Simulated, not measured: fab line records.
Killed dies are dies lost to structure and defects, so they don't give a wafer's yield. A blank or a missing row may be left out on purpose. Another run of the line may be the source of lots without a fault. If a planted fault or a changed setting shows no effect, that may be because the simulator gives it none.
fab line records | flow rit-cmos
record: lots: 6 wafers: 18 last-day: 7
route steps=202 shown GATE@83 M1@202
lots with no fault: from the same line, run without faults
start-h: hours from the record's opening day to when the first of the lot's shown wafers began | wait-h: hours elapsed since this lot's preceding step | " identical to the entry in the row above | L1.1+2: a single row standing in for several wafers | - either no value or no given start | * or withheld: withheld | < > ~ a bound
route shown NAME@n: names a module that has steps shown in the file, with the first one's number in the route | usual: average and standard deviation across the fault-free wafers | same: alike in all rows | chamber/n: place in a boat | sites: per-site readings | _std_site: how widely they spread, as a standard deviation | _edge_site: mean of outer sites minus mean of inner sites | radius-mm: how far each site lies from the wafer's centre | mask NAME#n: copy n | behind: tool/chamber where the wafer was last shaped | hold: what put the lot on hold/how long, in hours/how the hold closed | device: whichever transistor did not switch (one of n, p or np) | end of line: tests of these same wafers at the route's end | a step given without rows: its recipe and nothing more | killed: the dies lost at the first sort to structure and to defects; this is not the yield of the wafer | map: shows each die of a wafer: x if killed, . if not, _ if none is there
set.NAME: setting as actually run; set.NAME@STEP: the setting as run at that earlier step | model.NAME: the simulator's own value behind a step, which no gauge read
lots at some steps of the route; a table a step, a row a wafer
services: the hour from which a tool's chamber was out of use, counted from the record's first day as start-h (under 0 if before that day), plus the number of hours and why
== steps ==
step: RIT_GATE_THK_MEAS_07
recipe: reads: SiO2_of_GATE_OXIDATION_05
usual: GATE_OXIDE_THK: 3.00/0.061
columns lot.wafer tool chamber start-h wait-h GATE_OXIDE_THK[nm]
L574.1 film-metro-03 - 34.39 0.0 2.99
L574.5 " - " " 3.00
L574.6 " - " " 3.00
L579.2 film-metro-02 - 59.50 0.0 2.95
L579.4 " - " " 3.03
L579.5 " - " " 3.01
L582.1 film-metro-01 - 74.93 0.0 2.97
L582.3 " - " " 2.96
L582.5 " - " " 2.99
L584.4 film-metro-02 - 84.03 0.0 2.97
L584.5 " - " " 2.93
L584.6 " - " " 2.85
L592.2 film-metro-03 - 132.63 0.0 2.97
L592.4 " - " " 3.02
L592.6 " - " " 2.97
L595.2 film-metro-01 - 148.87 0.0 3.07
L595.3 " - " " 3.05
L595.6 " - " " 2.98
step: RIT_GATE_CVD_08
recipe: material: poly-Si target-thk-nm: 250 temp-c: 610 precursor: SiH4 time-s: 2220 pressure-mtorr: 300 sih4-flow-sccm: 100
step: RIT_GATE_THK_MEAS_09
recipe: reads: poly-Si_of_GATE_CVD_08
usual: GATE_POLY_THK: 250.8/2
columns lot.wafer tool chamber start-h wait-h GATE_POLY_THK[nm]
L574.1 film-metro-01 - 36.36 0.0 253.2
L574.5 " - " " 250.5
L574.6 " - " " 250.8
L579.2 film-metro-03 - 61.85 0.0 248.6
L579.4 " - " " 249.4
L579.5 " - " " 250.4
L582.1 film-metro-01 - 76.60 0.0 250.3
L582.3 " - " " 250.2
L582.5 " - " " 249.6
L584.4 film-metro-02 - 85.71 0.0 252.5
L584.5 " - " " 253.3
L584.6 " - " " 255.4
L592.2 film-metro-02 - 135.44 0.0 251.9
L592.4 " - " " 254.0
L592.6 " - " " 251.2
L595.2 film-metro-03 - 151.35 0.0 252.3
L595.3 " - " " 252.8
L595.6 " - " " 250.8
step: RIT_GATE_HMDS_10
recipe: prime-time-s: 60 prime-temp-c: 140
step: RIT_GATE_COAT_11
recipe: resist: NOVOLAK spin-rpm: 4250 resist-thk-nm: 850
step: RIT_GATE_SOFTBAKE_12
recipe: resist: NOVOLAK temp-c: 90 time-s: 60
step: RIT_GATE_EXPOSE_13
recipe: mask-id: M6 na: 0.6 source-shape: conventional sigma-outer: 0.6 target-cd-nm: 150 dose-mj: 380
step: RIT_GATE_PEB_14
recipe: resist: NOVOLAK temp-c: withheld time-s: withheld
step: RIT_GATE_DEVELOP_15
recipe: resist: NOVOLAK develop-time-s: 50 dev-temp-c: 23
step: RIT_GATE_CD_MEAS_16
recipe: target-cd-nm: 150
usual: cd-nm: 150.3/2.6
columns lot.wafer tool chamber start-h wait-h cd-nm
L574.1 cd-sem-02 - 37.27 - 150.2
L574.5 " - " " 152.4
L574.6 " - " " 152.6
L579.2 cd-sem-01 - 62.89 - 149.6
L579.4 " - " " 151.6
L579.5 " - " " 150.7
L582.1 cd-sem-01 - 77.90 - 149.5
L582.3 " - " " 150.8
L582.5 " - " " 150.0
L584.4 cd-sem-02 - 86.65 - 156.2
L584.5 " - " " 156.9
L584.6 " - " " 157.3
L592.2 cd-sem-01 - 136.73 - 151.0
L592.4 " - " " 152.0
L592.6 " - " " 150.1
L595.2 cd-sem-01 - 152.27 - 150.6
L595.3 " - " " 148.2
L595.6 " - " " 152.3
step: RIT_GATE_OVL_MEAS_17
usual: GATE_OVL: -0.3/1.3
columns lot.wafer tool chamber start-h wait-h GATE_OVL[nm]
L574.1 overlay-01 - 37.39 0.1 1.2
L574.5 " - " " -1.4
L574.6 " - " " -1.0
L579.2 overlay-01 - 63.00 0.1 1.0
L579.4 " - " " -0.5
L579.5 " - " " 0.3
L582.1 overlay-01 - 78.02 0.1 -0.5
L582.3 " - " " 1.3
L582.5 " - " " -1.2
L584.4 overlay-01 - 86.72 0.1 -1.5
L584.5 " - " " -1.2
L584.6 " - " " -1.3
L592.2 overlay-01 - 136.84 0.1 -1.5
L592.4 " - " " -1.9
L592.6 " - " " -1.4
L595.2 overlay-01 - 152.38 0.1 -1.5
L595.3 " - " " -1.5
L595.6 " - " " -3.0
step: RIT_GATE_HARDBAKE_18
recipe: resist: NOVOLAK temp-c: 140 time-s: 60
step: RIT_GATE_ETCH_19
recipe: chemistry: SF6/CHF3/O2 time-s: 165 SF6_flow_sccm: 30 CHF3_flow_sccm: 30 O2_flow_sccm: 5 target: poly-Si pressure-mtorr: 40 rf-w: 160 target-depth-a: 3125 over-etch-frac: 0.25 stop-on: SiO2
usual: CHF3_flow_sccm: 30.01/0.095 drypump-motor-current-A: 5.6/0.32 oes-product-au: 0.858/0.013 rf-fwd-power-W: 159.5/0.56 throttle-valve-pct: 10.21/0.15
columns lot.wafer tool chamber start-h wait-h CHF3_flow_sccm drypump-motor-current-A oes-product-au rf-fwd-power-W rf-hours-counter-h throttle-valve-pct model.NOVOLAK_of_GATE_COAT_11.thk-nm
L574.1 rie-si-02 1 37.57 0.1 30.02 6.1 0.870 160.1 2 10.11 674.5
L574.5 " 1 " " 30.00 6.1 0.873 159.4 - 10.11 675.1
L574.6 " 0 " " 30.11 5.6 0.837 159.8 - 10.17 672
L579.2 rie-si-01 0 63.18 0.1 30.10 5.3 0.851 159.4 2 10.37 669.1
L579.4 " 2 " " 30.05 6.1 0.854 159.5 - 10.26 669
L579.5 " 0 " " 29.98 5.3 0.859 159.2 - 10.35 666.7
L582.1 rie-si-02 1 78.20 0.1 29.86 6.0 0.874 160.4 2 10.11 673.7
L582.3 " 3 " " 29.95 5.2 0.858 224.1 1 10.42 635
L582.5 " 2 " " 30.26 5.6 0.857 160.1 - 10.25 672
L584.4 rie-si-02 1 86.89 0.1 29.75 6.1 0.876 159.3 2 10.11 673
L584.5 " 3 " " 29.95 5.3 0.868 223.7 - 10.43 637.3
L584.6 " 0 " " 30.00 5.7 0.851 159.1 - 10.19 670.2
L592.2 rie-si-01 3 137.02 0.1 29.99 5.5 0.872 159.1 112 10.30 672
L592.4 " 1 " " 30.06 5.3 0.861 159.4 87 9.92 671.1
L592.6 " 1 " " 30.10 5.3 0.843 159.7 - 9.92 670.4
L595.2 rie-si-01 2 152.56 0.1 30.00 6.1 0.857 159.7 98 10.25 669.5
L595.3 " 1 " " 30.07 5.3 0.855 159.9 87 9.92 669.7
L595.6 " 2 " " 30.03 6.1 0.852 159.6 - 10.27 668.6
step: RIT_GATE_STRIP_20
recipe: chemistry: O2 time-s: 180 resist: NOVOLAK platen-temp-c: withheld power-w: 500 pressure-mtorr: 4000 o2-flow-sccm: 4000
usual: drypump-motor-current-A: 5.9/0.38
columns lot.wafer tool chamber start-h wait-h drypump-motor-current-A rf-hours-counter-h
L574.1 plasma-asher-04 1 37.68 0.1 5.7 42
L574.5 " 1 " " 5.8 -
L574.6 " 0 " " 5.9 -
L579.2 plasma-asher-04 1 63.29 0.1 5.8 44
L579.4 " 0 " " 5.9 -
L579.5 " 0 " " 5.9 -
L582.1 plasma-asher-03 1 78.31 0.1 6.4 43
L582.3 " 1 " " 6.4 -
L582.5 " 0 " " 5.4 -
L584.4 plasma-asher-04 1 87.06 0.1 5.7 -
L584.5 " 0 " " 5.9 -
L584.6 " 1 " " 5.7 -
L592.2 plasma-asher-04 0 137.12 0.1 5.9 52
L592.4 " 1 " " 5.7 -
L592.6 " 1 " " 5.8 -
L595.2 plasma-asher-03 1 152.67 0.1 6.5 3
L595.3 " 1 " " 6.4 -
L595.6 " 1 " " 6.5 -
step: RIT_M1_PROBE_99
usual: killed_at_M0_to_M3: 0.0/0.14 killed-at-contacts: 0.0/0.25 killed-at-front-end: 6.6/2.7 killed-dies: 6.7/2.7 killed-open: 3.3/1.9 killed-short: 3.4/1.9
same: gross-dies: 264 killed_at_M4_up: 0 killed-at-back-side: 0 killed-at-other: 0
columns lot.wafer tool chamber start-h wait-h killed_at_M0_to_M3 killed-at-contacts killed-at-front-end killed-dies killed-open killed-short model.etest.pmos-turned.r-on-ohm-um model.etest.pmos_0p3.r-on-ohm-um model.etest.pmos_0p15.r-on-ohm-um model.etest.nmos_0p15.r-on-ohm-um model.etest.nmos_0p3.r-on-ohm-um model.etest.pwell-pinched.rs-ohm-sq model.etest.nwell-pinched.rs-ohm-sq model.etest.pmos_0p15.drive-ua-um
L574.1 prober-01 - 58.46 0.1 0 0 5 5 2 3 3552 6367 2845 1178 2171 457.4 342 253.3
L574.5 prober-01 - 58.66 0.2 0 0 5 5 1 4 3590 6338 2870 1165 2143 455.9 337.2 248.5
L574.6 prober-01 - 58.71 0.2 0 0 15 15 6 9 3549 6359 2873 1154 2160 455.7 339.3 247.9
L579.2 prober-02 - 83.27 0.1 0 0 8 8 4 4 3443 6304 2771 1100 2108 449 334.7 255.1
L579.4 prober-02 - 83.37 0.2 0 0 8 8 6 2 3481 6294 2805 1118 2129 460 337.1 252.5
L579.5 prober-02 - 83.42 0.2 0 0 9 9 5 4 3407 6260 2764 1103 2121 458.9 336.6 256.3
L582.1 prober-01 - 99.65 0.1 1 0 3 4 2 2 3329 6248 2721 1112 2153 461.7 342.7 260.8
L582.3 prober-01 - 99.75 0.2 0 1 4 5 1 4 3033 6084 2510 1221 2284 519 386 300.6
L582.5 prober-01 - 99.85 0.2 0 0 5 5 2 3 3367 6208 2703 1097 2142 459.1 335.8 258.6
L584.4 prober-01 - 110.99 0.2 0 0 7 7 3 4 3839 6405 3048 1190 2198 462.4 341.8 233.5
L584.5 prober-01 - 111.04 0.2 0 0 11 11 6 5 3366 6098 2779 1312 2292 516 388.6 269.9
L584.6 prober-01 - 111.09 0.2 0 0 8 8 3 5 3764 6349 3031 1199 2191 464.9 343.9 234.2
L592.2 prober-01 - 161.67 0.1 0 0 8 8 3 5 3687 6419 2928 1155 2166 467.3 338.8 245
L592.4 prober-01 - 161.77 0.2 0 0 7 7 1 6 3636 6389 2896 1140 2139 469.4 336.8 246.7
L592.6 prober-01 - 161.87 0.2 0 0 8 8 5 3 3651 6398 2879 1131 2134 462.4 335.6 245
L595.2 prober-01 - 173.57 0.1 0 0 8 8 1 7 3242 6165 2651 1129 2176 466 340.1 266.6
L595.3 prober-01 - 173.62 0.2 1 0 8 9 4 5 3224 6243 2622 1103 2176 460.3 340.2 267.9
L595.6 prober-01 - 173.77 0.2 0 0 5 5 3 2 3292 6170 2704 1120 2161 465.5 338.3 264
killed by level:class
L574.1 GATE:geometric-particle:short=1 GATE:geometric-particle:open=1 SPACER:geometric-particle:short=1 SPACER:geometric-particle:open=1 SILICIDE:geometric-particle:short=1
L574.5 ACTIVE:geometric-particle:short=1 FOX1:geometric-particle:open=1 GATE:geometric-particle:short=1 REOX:geometric-particle:short=1 SPACER:geometric-particle:short=1
L574.6 GATE:geometric-particle:open=4 GATE:geometric-particle:short=4 SPACER:geometric-particle:short=4 SPACER:geometric-particle:open=1 SILICIDE:geometric-particle:short=1 SILICIDE:geometric-particle:open=1
L579.2 GATE:geometric-particle:open=3 FOX1:geometric-particle:short=2 REOX:geometric-particle:short=2 FOX1:geometric-particle:open=1
L579.4 GATE:geometric-particle:short=2 SPACER:geometric-particle:open=2 FOX1:geometric-particle:open=1 GATE:geometric-particle:open=1 REOX:geometric-particle:open=1 SILICIDE:geometric-particle:open=1
L579.5 FOX1:geometric-particle:short=2 FOX1:geometric-particle:open=2 GATE:geometric-particle:short=2 REOX:geometric-particle:open=2 SPACER:geometric-particle:open=1
L582.1 GATE:geometric-particle:open=1 REOX:geometric-particle:open=1 SPACER:geometric-particle:short=1 M1:geometric-particle:short=1
L582.3 GATE:geometric-particle:short=3 SILICIDE:geometric-particle:open=1 CONTACT:geometric-particle:short=1
L582.5 REOX:geometric-particle:short=2 GATE:geometric-particle:short=1 GATE:geometric-particle:open=1 REOX:geometric-particle:open=1
L584.4 GATE:geometric-particle:open=2 GATE:geometric-particle:short=2 FOX1:geometric-particle:short=1 FOX2:geometric-particle:short=1 SILICIDE:geometric-particle:open=1
L584.5 GATE:geometric-particle:short=4 GATE:geometric-particle:open=2 FOX2:geometric-particle:open=1 REOX:geometric-particle:open=1 SPACER:geometric-particle:open=1 SILICIDE:geometric-particle:open=1 SILICIDE:geometric-particle:short=1
L584.6 GATE:geometric-particle:short=2 SPACER:geometric-particle:open=2 FOX1:geometric-particle:short=1 FOX2:geometric-particle:short=1 REOX:geometric-particle:open=1 SPACER:geometric-particle:short=1
L592.2 GATE:geometric-particle:open=2 SILICIDE:geometric-particle:short=2 FOX1:geometric-particle:short=1 GATE:geometric-particle:short=1 SPACER:geometric-particle:short=1 SILICIDE:geometric-particle:open=1
L592.4 SILICIDE:geometric-particle:short=3 FOX1:geometric-particle:short=1 GATE:geometric-particle:short=1 REOX:geometric-particle:open=1 SPACER:geometric-particle:short=1
L592.6 FOX1:geometric-particle:open=2 REOX:geometric-particle:open=2 GATE:geometric-particle:open=1 GATE:geometric-particle:short=1 SPACER:geometric-particle:short=1 SILICIDE:geometric-particle:short=1
L595.2 GATE:geometric-particle:short=3 REOX:geometric-particle:short=3 FOX1:geometric-particle:open=1 FOX2:geometric-particle:short=1
L595.3 GATE:geometric-particle:short=2 FOX1:geometric-particle:short=1 FOX2:geometric-particle:open=1 GATE:geometric-particle:open=1 REOX:geometric-particle:open=1 REOX:geometric-particle:short=1 SPACER:geometric-particle:short=1 M1:geometric-particle:open=1
L595.6 FOX2:geometric-particle:open=3 FOX2:geometric-particle:short=1 REOX:geometric-particle:short=1
== services ==
columns tool chamber start-h hours kind
rie-si-01 3 19.07 45.1 repair
rie-si-01 - 23.55 4.3 pm
rie-si-02 - 49.03 0.3 repair
plasma-asher-03 - 56.69 2.8 pm
rie-si-01 0 78.93 11.9 repair
plasma-asher-03 - 108.75 9.0 pm
plasma-asher-03 0 108.75 9.0 vent-cycle
plasma-asher-03 1 108.75 9.0 vent-cycle
plasma-asher-03 0 117.75 - clean
plasma-asher-03 1 117.75 - clean
plasma-asher-03 - 142.18 0.6 repair
== key ==
first-sign: step: RIT_GATE_ETCH_19 reading: rf-fwd-power-W direction: up sigmas: 99+ usual: 159.5 struck: 223.9
effect none on later readings
model-effect: step: RIT_GATE_ETCH_19 value: NOVOLAK_of_GATE_COAT_11.thk-nm without: 669.5 struck: 636.2
model-effect: step: RIT_M1_PROBE_99 value: etest.pmos-turned.r-on-ohm-um without: 3602 struck: 3200
met-at RIT_GATE_ETCH_19
struck-wafers L582.3,L584.5
tester-left-out L582,L584
fault: kind: process-parameter-drift tool: rie-si-02 chamber: 3 onset-h: 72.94 steps: RIT_GATE_ETCH_19 channel: rf-w offset: 64 shape: step end-h: 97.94 stated: 160
tester-left-out: of these lots the tester's yield and bins aren't shown, on N5 and GAA mostly nor the transistor test; their killed dies are dies lost to structure and defects alone, not to doping, threshold or leakage, so they don't give the yield
